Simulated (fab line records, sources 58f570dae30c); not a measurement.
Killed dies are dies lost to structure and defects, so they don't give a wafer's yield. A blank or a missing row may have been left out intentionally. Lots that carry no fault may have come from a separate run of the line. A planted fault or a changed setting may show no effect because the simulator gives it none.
fab line records	flow berkeleyCmos170	part 1 of 2: steps 1 to 29 of 40
record: lots: 5	wafers: 15	lastDay: 13
route steps=331 shown M2@289 V2@292 M3@309
lots that met no fault: from a run of the same line without faults
startH: start of the lot's first displayed wafer, in hours after the record's first day	waitH: hours since the lot's step before	" same as the row above	L1.1+2: a row that stands for several wafers	- value missing, or start not given	* or withheld: withheld	< > ~ a bound
route shown NAME@n: NAME is a module with steps in the file, n the number in the route of the first one	usual: the fault-free wafers' mean and standard deviation	same: alike in all rows	chamber/n: place in a boat	sites: per-site readings	_std_site: the values' standard deviation	_edge_site: mean of outer sites minus mean of inner sites	radiusMm: how far each site lies from the wafer's centre	mask NAME#n: copy n	behind: the most recent tool/chamber to have shaped the wafer	hold: the reason the lot was held/the length of the hold in hours/how it ended	device: names the non-switching transistor (n, p or np)	end of line: the route-end tests of the same wafers	step lacking rows: just its recipe	killed: dies that structure and defects cost at the first sort, which is not the same as the wafer's yield	map: per-die view of a wafer (x killed, . not killed, _ where there is no die)
set.NAME: the run value of the setting; set.NAME@STEP: its run value at that earlier step	model.NAME: the simulator's own value behind a step, which no gauge read
certain route steps with their lots: each step a table, each wafer a row
services: the hour from which a tool's chamber was out of use, counted from the record's first day as startH (under 0 if before that day), plus the number of hours and why
== steps ==
step: UCB170_M2_METAL_ETCH_18
recipe: chemistry: Cl2/BCl3	target: Al	stopOn: SiO2	pressureMtorr: 12	targetDepthA: 11700	overEtchFrac: 0.3	timeS: 195	icpW: 600	biasW: 120	Cl2_flow_sccm: 90	bcl3FlowSccm: 45
usual: drypumpMotorCurrentA: 5.5/0.57	oesProductAu: 0.838/0.013	throttleValvePct: 24.3/0.31
lot.wafer	tool	chamber	startH	waitH	drypumpMotorCurrentA	oesProductAu	rfHoursCounterH	throttleValvePct
L077.3	rieMetal-03	1	204.47	-	5.8	0.814	-	24.5
L077.4	"	0	"	"	5.7	0.845	-	24.6
L077.5	"	0	"	"	5.7	0.843	-	24.6
L078.1	rieMetal-02	1	205.69	-	6.2	0.859	11	23.9
L078.3	"	1	"	"	6.2	0.854	-	23.9
L078.6	"	0	"	"	4.8	0.837	-	24.4
L080.1	rieMetal-01	1	226.68	-	4.9	0.838	0	23.8
L080.2	"	0	"	"	5.9	0.827	5	24.6
L080.4	"	1	"	"	5.0	0.831	-	23.8
L081.2	rieMetal-02	0	230.15	-	4.8	0.841	8	24.4
L081.4	"	1	"	"	6.2	0.839	-	23.9
L081.6	"	1	"	"	6.2	0.851	-	23.9
L097.1	rieMetal-03	1	296.26	-	5.9	0.830	11	24.5
L097.3	"	1	"	"	5.9	0.835	-	24.5
L097.4	"	0	"	"	5.7	0.848	-	24.6
step: UCB170_M2_STRIP_19
recipe: chemistry: O2	powerW: 400	pressureMtorr: 3500	platenTempC: withheld	o2FlowSccm: 400	overashFraction: 0.5
usual: drypumpMotorCurrentA: 5.9/0.42	oesProductAu: 0.539/0.02
lot.wafer	tool	chamber	startH	waitH	drypumpMotorCurrentA	oesProductAu	rfHoursCounterH
L077.3	plasmaAsher-01	1	204.63	0.1	6.4	0.548	-
L077.4	"	0	"	"	5.3	0.535	-
L077.5	"	1	"	"	6.4	0.536	-
L078.1	plasmaAsher-01	0	205.88	0.1	5.3	0.580	43
L078.3	"	1	"	"	6.4	0.576	-
L078.6	"	1	"	"	6.4	0.554	-
L080.1	plasmaAsher-02	0	226.87	0.1	6.5	0.531	13
L080.2	"	1	"	"	5.7	0.529	13
L080.4	"	0	"	"	6.5	0.519	-
L081.2	plasmaAsher-04	0	230.34	0.1	5.8	0.528	48
L081.4	"	0	"	"	5.8	0.572	-
L081.6	"	0	"	"	5.8	0.569	-
L097.1	plasmaAsher-02	1	296.45	0.1	5.8	0.522	21
L097.3	"	1	"	"	5.8	0.516	-
L097.4	"	0	"	"	6.5	0.529	-
step: UCB170_M2_CD_MEAS_90
recipe: targetCdNm: 700
usual: cdNm: 699/4.6
lot.wafer	tool	chamber	startH	waitH	cdNm
L077.3	cdSem-01	-	204.74	0.1	698
L077.4	"	-	"	"	705
L077.5	"	-	"	"	702
L078.1	cdSem-01	-	205.98	0.1	707
L078.3	"	-	"	"	707
L078.6	"	-	"	"	697
L080.1	cdSem-02	-	226.97	0.1	699
L080.2	"	-	"	"	703
L080.4	"	-	"	"	696
L081.2	cdSem-01	-	230.46	0.1	699
L081.4	"	-	"	"	705
L081.6	"	-	"	"	706
L097.1	cdSem-01	-	296.55	0.1	702
L097.3	"	-	"	"	701
L097.4	"	-	"	"	704
step: UCB170_V2_CVD_00
recipe: material: SiO2	targetThkNm: 2000	tempC: 390	precursor: TEOS/O2	timeS: 250	rfW: 550	pressureMtorr: 9000
usual: heaterPowerW: 282/76
lot.wafer	tool	chamber	startH	waitH	heaterPowerW
L077.3	pecvd-03	1	204.82	0.1	251
L077.4	"	1	"	"	171
L077.5	"	0	"	"	283
L078.1	pecvd-04	2	206.10	0.1	236
L078.3	"	1	"	"	466
L078.6	"	1	"	"	382
L080.1	pecvd-04	2	227.09	0.1	217
L080.2	"	0	"	"	291
L080.4	"	1	"	"	478
L081.2	pecvd-01	1	230.56	0.1	256
L081.4	"	2	"	"	201
L081.6	"	1	"	"	320
L097.1	pecvd-01	1	296.67	0.1	322
L097.3	"	2	"	"	276
L097.4	"	0	"	"	259
step: UCB170_V2_THK_MEAS_01
recipe: reads: SiO2_of_V2_CVD_00
usual: V2_TEOS_THK: 2009/27
lot.wafer	tool	chamber	startH	waitH	V2_TEOS_THK[nm]
L077.3	filmMetro-02	-	204.99	0.1	1951
L077.4	"	-	"	"	2010
L077.5	"	-	"	"	2048
L078.1	filmMetro-01	-	206.25	0.1	1996
L078.3	"	-	"	"	2020
L078.6	"	-	"	"	2026
L080.1	filmMetro-03	-	227.24	0.1	1994
L080.2	"	-	"	"	1994
L080.4	"	-	"	"	2022
L081.2	filmMetro-03	-	230.72	0.1	1983
L081.4	"	-	"	"	1988
L081.6	"	-	"	"	2030
L097.1	filmMetro-01	-	296.82	0.1	2020
L097.3	"	-	"	"	1976
L097.4	"	-	"	"	2025
step: UCB170_V2_CMP_02
recipe: material: SiO2	downForcePsi: 6	platenRpm: 60	padVelocityMS: 0.75398
usual: motorCurrentA: 16.3/1.4	slurryFilterDpKPa: 13.51/0.13	slurryFlowMlMin: 150.0/0.43
lot.wafer	tool	chamber	startH	waitH	motorCurrentA	slurryFilterDpKPa	slurryFlowMlMin
L077.4	cmp-02	3	205.03	0.0	16.0	13.45	150.1
L077.3	"	1	"	"	14.3	13.60	150.2
L077.5	"	3	"	"	16.2	13.40	149.4
L078.1	cmp-01	1	206.31	0.1	17.2	13.23	149.3
L078.3	"	2	"	"	16.9	13.38	149.6
L078.6	"	2	"	"	17.1	13.40	149.6
L080.1	cmp-02	2	227.35	0.1	19.1	13.41	149.9
L080.4	"	3	"	"	15.4	13.56	150.3
L080.2	"	0	"	"	16.8	13.72	149.7
L081.2	cmp-01	1	230.77	0.0	17.2	13.31	150.0
L081.4	"	2	"	"	17.9	13.55	150.1
L081.6	"	1	"	"	16.8	13.41	150.3
L097.1	cmp-02	3	296.88	0.1	15.0	13.48	150.5
L097.4	"	0	"	"	17.3	13.73	150.5
L097.3	"	1	"	"	14.7	13.53	149.5
step: UCB170_V2_BOW_MEAS_03
recipe: mode: bow
usual: V2_BOW: 38/7
lot.wafer	tool	chamber	startH	waitH	V2_BOW[um]
L077.3	filmMetro-01	-	205.37	0.2	39
L077.4	"	-	"	"	39
L077.5	"	-	"	"	31
L078.1	filmMetro-01	-	206.61	0.2	36
L078.3	"	-	"	"	43
L078.6	"	-	"	"	41
L080.1	filmMetro-03	-	227.60	0.2	42
L080.2	"	-	"	"	37
L080.4	"	-	"	"	50
L081.2	filmMetro-01	-	231.09	0.3	35
L081.4	"	-	"	"	32
L081.6	"	-	"	"	33
L097.1	filmMetro-01	-	297.18	0.2	32
L097.3	"	-	"	"	31
L097.4	"	-	"	"	27
step: UCB170_V2_THK_MEAS_04
recipe: reads: SiO2_of_V2_CVD_00
usual: V2_POLISHED_THK: 1000.7/1.3
lot.wafer	tool	chamber	startH	waitH	V2_POLISHED_THK[nm]
L077.3	filmMetro-01	-	205.47	0.1	1001.1
L077.4	"	-	"	"	999.8
L077.5	"	-	"	"	999.1
L078.1	filmMetro-01	-	206.73	0.1	1000.9
L078.3	"	-	"	"	1002.2
L078.6	"	-	"	"	1002.1
L080.1	filmMetro-03	-	227.72	0.1	1000.3
L080.2	"	-	"	"	1001.6
L080.4	"	-	"	"	1000.6
L081.2	filmMetro-01	-	231.20	0.1	1001.1
L081.4	"	-	"	"	1000.2
L081.6	"	-	"	"	1001.1
L097.1	filmMetro-01	-	297.30	0.1	1002.3
L097.3	"	-	"	"	1001.9
L097.4	"	-	"	"	1002.7
step: UCB170_V2_CLEAN_05
recipe: chemistry: DIW
lot.wafer	tool	chamber	startH	waitH
L077.3+4+5	wetBench-03	3	205.51	0.0
L078.1+3+6	wetBench-03	3	206.79	0.1
L080.1+2+4	wetBench-04	1	227.78	0.1
L081.2+4+6	wetBench-03	2	231.25	0.0
L097.1+3+4	wetBench-04	2	297.36	0.1
step: UCB170_V2_HMDS_06
recipe: primeTimeS: 60	primeTempC: 100
lot.wafer	tool	chamber	startH	waitH
L077.3+4+5	lithoTrack-04	0	205.74	0.1
L078.1+3+6	lithoTrack-04	0	207.17	0.2
L080.1+2+4	lithoTrack-02	0	228.29	0.3
L081.2+4+6	lithoTrack-02	0	231.45	0.0
L097.1+3+4	lithoTrack-01	0	297.54	0.0
step: UCB170_V2_COAT_07
recipe: resist: KrF	spinRpm: 1500	resistThkNm: 900
lot.wafer	tool	chamber	startH	waitH
L077.3+4+5	lithoTrack-04	0	205.89	0.1
L078.1+3+6	lithoTrack-04	0	207.32	0.1
L080.1+2+4	lithoTrack-02	0	228.44	0.1
L081.2+4+6	lithoTrack-02	0	231.60	0.1
L097.1+3+4	lithoTrack-01	0	297.69	0.1
step: UCB170_V2_SOFTBAKE_08
recipe: resist: KrF	tempC: 130	timeS: 60
lot.wafer	tool	chamber	startH	waitH
L077.3+4+5	lithoTrack-04	0	206.04	0.1
L078.1+3+6	lithoTrack-04	0	207.47	0.1
L080.1+2+4	lithoTrack-02	0	228.59	0.1
L081.2+4+6	lithoTrack-02	0	231.75	0.1
L097.1+3+4	lithoTrack-01	0	297.84	0.1
step: UCB170_V2_EXPOSE_09
recipe: maskId: VIA2	targetCdNm: 700	na: 0.5	sigmaOuter: 0.6	sourceShape: conventional	doseMj: 37
lot.wafer	tool	chamber	startH	waitH	mask
L077.3+4+5	krfScanner-02	0	206.18	0.1	VIA2#0
L078.1+3+6	krfScanner-01	0	208.07	0.6	VIA2#0
L080.1+2+4	krfScanner-02	0	228.87	0.2	VIA2#0
L081.2+4+6	krfScanner-01	0	232.02	0.2	VIA2#0
L097.1+3+4	krfScanner-01	0	297.99	0.1	VIA2#0
step: UCB170_V2_PEB_10
recipe: pebTempC: 130	pebTimeS: withheld	resist: KrF
lot.wafer	tool	chamber	startH	waitH
L077.3+4+5	lithoTrack-01	0	206.30	0.1
L078.1+3+6	lithoTrack-01	0	208.19	0.1
L080.1+2+4	lithoTrack-04	0	229.13	0.2
L081.2+4+6	lithoTrack-02	0	232.18	0.1
L097.1+3+4	lithoTrack-04	0	298.10	0.1
step: UCB170_V2_DEVELOP_11
recipe: developer: TMAH	developTimeS: 45	resist: KrF	devTempC: 21
lot.wafer	tool	chamber	startH	waitH
L077.3+4+5	lithoTrack-01	0	-	-
L078.1+3+6	lithoTrack-01	0	-	-
L080.1+2+4	lithoTrack-04	0	-	-
L081.2+4+6	lithoTrack-02	0	-	-
L097.1+3+4	lithoTrack-04	0	-	-
step: UCB170_V2_CD_MEAS_12
recipe: targetCdNm: 700
usual: cdNm: 700.1/1.6
lot.wafer	tool	chamber	startH	waitH	cdNm
L077.3	cdSem-02	-	206.57	-	698.2
L077.4	"	-	"	"	700.3
L077.5	"	-	"	"	699.8
L078.1	cdSem-02	-	208.50	-	699.2
L078.3	"	-	"	"	698.7
L078.6	"	-	"	"	700.0
L080.1	cdSem-01	-	229.40	-	702.3
L080.2	"	-	"	"	703.5
L080.4	"	-	"	"	701.6
L081.2	cdSem-01	-	232.45	-	698.0
L081.4	"	-	"	"	697.5
L081.6	"	-	"	"	698.1
L097.1	cdSem-01	-	298.38	-	699.5
L097.3	"	-	"	"	699.4
L097.4	"	-	"	"	698.6
step: UCB170_V2_OVL_MEAS_13
usual: V2_OVL: -1/5.3
lot.wafer	tool	chamber	startH	waitH	V2_OVL[nm]
L077.3	overlay-01	-	206.66	0.1	0
L077.4	"	-	"	"	4
L077.5	"	-	"	"	1
L078.1	overlay-02	-	208.62	0.1	-8
L078.3	"	-	"	"	4
L078.6	"	-	"	"	2
L080.1	overlay-01	-	229.52	0.1	5
L080.2	"	-	"	"	7
L080.4	"	-	"	"	8
L081.2	overlay-01	-	232.55	0.1	0
L081.4	"	-	"	"	2
L081.6	"	-	"	"	1
L097.1	overlay-02	-	298.50	0.1	1
L097.3	"	-	"	"	6
L097.4	"	-	"	"	4
step: UCB170_V2_ETCH_14
recipe: chemistry: CHF3/CF4/Ar	target: SiO2	stopOn: Al	CHF3_flow_sccm: 45	cf4FlowSccm: 15	Ar_flow_sccm: 150	pressureMtorr: 200	rfW: 700	targetDepthA: 12500	overEtchFrac: 0.25	timeS: 291
usual: drypumpMotorCurrentA: 5.6/0.47	mfcArSccm: 150.0/0.4	oesProductAu: 0.876/0.0093	throttleValvePct: 6.94/0.15
lot.wafer	tool	chamber	startH	waitH	drypumpMotorCurrentA	mfcArSccm	oesProductAu	rfHoursCounterH	throttleValvePct
L077.3	rieDiel-04	1	206.69	0.0	5.6	150.2	0.866	22	6.90
L077.4	"	2	"	"	6.5	149.7	0.866	31	7.22
L077.5	"	1	"	"	5.6	150.6	0.865	-	6.90
L078.1	rieDiel-04	1	208.65	0.0	5.7	149.8	0.872	22	6.90
L078.3	"	2	"	"	6.5	149.3	0.869	31	7.22
L078.6	"	1	"	"	5.7	150.3	0.867	-	6.90
L080.1	rieDiel-02	2	229.56	0.0	6.2	150.0	0.881	26	6.93
L080.2	"	3	"	"	5.6	150.0	0.875	22	6.91
L080.4	"	0	"	"	4.9	149.9	0.867	7	6.74
L081.2	rieDiel-04	1	232.58	0.0	5.7	149.9	0.869	23	6.89
L081.4	"	3	"	"	5.7	150.7	0.880	11	7.13
L081.6	"	0	"	"	5.5	150.1	0.881	-	6.70
L097.1	rieDiel-02	0	298.53	0.0	4.9	149.9	0.870	10	6.75
L097.3	"	3	"	"	5.6	150.1	0.886	25	6.92
L097.4	"	1	"	"	5.8	150.0	0.898	96	7.00
step: UCB170_V2_STRIP_15
recipe: chemistry: O2	powerW: 400	pressureMtorr: 3500	platenTempC: withheld	o2FlowSccm: 400	overashFraction: 0.5
usual: drypumpMotorCurrentA: 5.8/0.52	oesProductAu: 0.722/0.0045	stripTimeToEndpointS: 15.31/0.093
lot.wafer	tool	chamber	startH	waitH	drypumpMotorCurrentA	oesProductAu	rfHoursCounterH	stripTimeToEndpointS
L077.3	plasmaAsher-02	0	206.90	0.1	6.5	0.722	-	15.35
L077.4	"	1	"	"	5.7	0.720	-	15.31
L077.5	"	1	"	"	5.7	0.723	-	15.34
L078.1	plasmaAsher-02	1	208.83	0.1	5.7	0.728	11	15.40
L078.3	"	0	"	"	6.5	0.711	-	15.34
L078.6	"	1	"	"	5.7	0.719	-	15.45
L080.1	plasmaAsher-02	0	229.74	0.1	6.5	0.722	13	15.34
L080.2	"	1	"	"	5.7	0.724	13	15.37
L080.4	"	1	"	"	5.7	0.723	-	15.47
L081.2	plasmaAsher-01	0	232.76	0.1	5.3	0.727	46	15.51
L081.4	"	0	"	"	5.3	0.713	-	15.53
L081.6	"	1	"	"	6.4	0.722	-	15.30
L097.1	plasmaAsher-03	1	298.71	0.1	5.1	0.715	53	15.27
L097.3	"	0	"	"	5.8	0.717	-	15.30
L097.4	"	1	"	"	5.1	0.719	-	15.21
step: UCB170_V2_CD_MEAS_90
recipe: targetCdNm: 700
usual: cdNm: 700.5/1.7
lot.wafer	tool	chamber	startH	waitH	cdNm
L077.3	cdSem-01	-	207.00	0.1	698.7
L077.4	"	-	"	"	701.6
L077.5	"	-	"	"	700.1
L078.1	cdSem-01	-	208.93	0.1	699.0
L078.3	"	-	"	"	699.1
L078.6	"	-	"	"	700.7
L080.1	cdSem-02	-	229.84	0.1	702.9
L080.2	"	-	"	"	704.3
L080.4	"	-	"	"	701.8
L081.2	cdSem-01	-	232.88	0.1	698.4
L081.4	"	-	"	"	696.6
L081.6	"	-	"	"	699.6
L097.1	cdSem-01	-	298.81	0.1	698.9
L097.3	"	-	"	"	699.1
L097.4	"	-	"	"	699.7
step: UCB170_M3_PRE_CLEAN_00
recipe: gas: Ar	precleanEtchTimeS: 60
lot.wafer	tool	chamber	startH	waitH
L077.3+4+5	pvdSputter-04	-	207.08	0.1
L078.1+3+6	pvdSputter-02	-	209.05	0.1
L080.1+2+4	pvdSputter-03	-	229.96	0.1
L081.2+4+6	pvdSputter-02	-	232.98	0.1
L097.1+3+4	pvdSputter-04	-	298.93	0.1
step: UCB170_M3_SPUTTER_01
recipe: material: Al	targetThkNm: 900	timeS: 120	powerW: 6000	chamberPressurePa: 0.5
usual: throttleValvePct: 30.4/0.88
lot.wafer	tool	chamber	startH	waitH	throttleValvePct
L077.3	pvdSputter-04	-	207.15	0.0	31.2
L077.4	"	-	"	"	30.9
L077.5	"	-	"	"	30.8
L078.1	pvdSputter-02	-	209.12	0.0	30.0
L078.3	"	-	"	"	28.7
L078.6	"	-	"	"	28.9
L080.1	pvdSputter-03	-	230.02	0.0	31.1
L080.2	"	-	"	"	30.3
L080.4	"	-	"	"	30.7
L081.2	pvdSputter-02	-	233.05	0.0	31.2
L081.4	"	-	"	"	31.0
L081.6	"	-	"	"	28.8
L097.1	pvdSputter-04	-	299.00	0.0	29.4
L097.3	"	-	"	"	31.1
L097.4	"	-	"	"	31.7
step: UCB170_M3_RS_MEAS_02
recipe: thkMeasGauge: four-point-probe	reads: Al_of_M3_SPUTTER_01
usual: M3_AL_RS: 0.0322/0.00033
lot.wafer	tool	chamber	startH	waitH	M3_AL_RS[ohm/sq]
L077.3	filmMetro-04	-	207.27	0.1	0.0322
L077.4	"	-	"	"	0.0329
L077.5	"	-	"	"	0.0327
L078.1	filmMetro-04	-	209.20	0.0	0.0323
L078.3	"	-	"	"	0.0328
L078.6	"	-	"	"	0.0326
L080.1	filmMetro-03	-	230.11	0.0	0.0323
L080.2	"	-	"	"	0.0322
L080.4	"	-	"	"	0.0319
L081.2	filmMetro-03	-	233.80	0.7	0.0321
L081.4	"	-	"	"	0.0322
L081.6	"	-	"	"	0.0323
L097.1	filmMetro-03	-	299.08	0.0	0.0325
L097.3	"	-	"	"	0.0325
L097.4	"	-	"	"	0.0321
step: UCB170_M3_THK_MEAS_03
recipe: thkMeasGauge: xrf	reads: Al_of_M3_SPUTTER_01
usual: M3_AL_THK: 890/9.9
lot.wafer	tool	chamber	startH	waitH	M3_AL_THK[nm]
L077.3	filmMetro-04	-	207.37	0.1	889
L077.4	"	-	"	"	870
L077.5	"	-	"	"	876
L078.1	filmMetro-04	-	209.32	0.1	882
L078.3	"	-	"	"	879
L078.6	"	-	"	"	877
L080.1	filmMetro-03	-	230.23	0.1	890
L080.2	"	-	"	"	898
L080.4	"	-	"	"	902
L081.2	filmMetro-03	-	233.91	0.1	899
L081.4	"	-	"	"	896
L081.6	"	-	"	"	894
L097.1	filmMetro-03	-	299.20	0.1	885
L097.3	"	-	"	"	878
L097.4	"	-	"	"	896
step: UCB170_M3_HMDS_04
recipe: primeTimeS: 60	primeTempC: 100
lot.wafer	tool	chamber	startH	waitH
L077.3+4+5	lithoTrack-03	0	207.74	0.4
L078.1+3+6	lithoTrack-03	0	209.38	0.1
L080.1+2+4	lithoTrack-04	0	230.48	0.2
L081.2+4+6	lithoTrack-04	0	233.99	0.1
L097.1+3+4	lithoTrack-03	0	299.26	0.1
step: UCB170_M3_COAT_05
recipe: resist: KrF	spinRpm: 1500	resistThkNm: 900
lot.wafer	tool	chamber	startH	waitH
L077.3+4+5	lithoTrack-03	0	207.89	0.1
L078.1+3+6	lithoTrack-03	0	209.53	0.1
L080.1+2+4	lithoTrack-04	0	230.63	0.1
L081.2+4+6	lithoTrack-04	0	234.14	0.1
L097.1+3+4	lithoTrack-03	0	299.41	0.1
step: UCB170_M3_SOFTBAKE_06
recipe: resist: KrF	tempC: 130	timeS: 60
lot.wafer	tool	chamber	startH	waitH
L077.3+4+5	lithoTrack-03	0	208.04	0.1
L078.1+3+6	lithoTrack-03	0	209.68	0.1
L080.1+2+4	lithoTrack-04	0	230.78	0.1
L081.2+4+6	lithoTrack-04	0	234.29	0.1
L097.1+3+4	lithoTrack-03	0	299.56	0.1
step: UCB170_M3_STRIP_07
recipe: chemistry: O2	powerW: 400	pressureMtorr: 3500	platenTempC: withheld	o2FlowSccm: 400	overashFraction: 0.5
usual: drypumpMotorCurrentA: 5.8/0.4	oesProductAu: 0.735/0.0043	stripTimeToEndpointS: 21.99/0.075
lot.wafer	tool	chamber	startH	waitH	drypumpMotorCurrentA	oesProductAu	rfHoursCounterH	stripTimeToEndpointS
L077.3	plasmaAsher-04	1	208.17	0.1	5.7	0.737	-	22.01
L077.4	"	0	"	"	5.8	0.740	-	21.97
L077.5	"	1	"	"	5.7	0.736	-	21.99
L078.1	plasmaAsher-02	1	209.83	0.1	5.7	0.732	11	22.06
L078.3	"	1	"	"	5.7	0.737	-	22.04
L078.6	"	0	"	"	6.5	0.737	-	22.04
L080.1	plasmaAsher-03	1	230.93	0.1	5.1	0.736	46	21.95
L080.2	"	0	"	"	5.8	0.738	46	21.98
L080.4	"	1	"	"	5.1	0.736	-	21.92
L081.2	plasmaAsher-04	1	234.41	0.1	5.7	0.731	49	22.08
L081.4	"	0	"	"	5.8	0.737	-	22.07
L081.6	"	0	"	"	5.8	0.736	-	22.01
L097.1	plasmaAsher-02	1	299.71	0.1	5.7	0.734	21	21.84
L097.3	"	1	"	"	5.7	0.740	-	21.88
L097.4	"	0	"	"	6.5	0.736	-	21.89
step: UCB170_M3_STRIP_08
recipe: chemistry: DMSO	tempC: 80	timeS: 600	material: KrF
usual: bathGuardTempC: 80.0/0.32
lot.wafer	tool	chamber	startH	waitH	bathGuardTempC
L077.3	wetBench-03	1	208.24	0.0	80.3
L077.4	"	1	"	"	80.6
L077.5	"	1	"	"	80.4
L078.1	wetBench-04	1	210.48	0.6	80.0
L078.3	"	1	"	"	80.3
L078.6	"	1	"	"	80.2
L080.1	wetBench-03	3	231.03	0.1	80.2
L080.2	"	3	"	"	80.0
L080.4	"	3	"	"	80.4
L081.2	wetBench-04	2	234.69	0.2	79.6
L081.4	"	2	"	"	80.0
L081.6	"	2	"	"	79.8
L097.1	wetBench-03	2	299.81	0.1	79.9
L097.3	"	2	"	"	79.8
L097.4	"	2	"	"	79.7
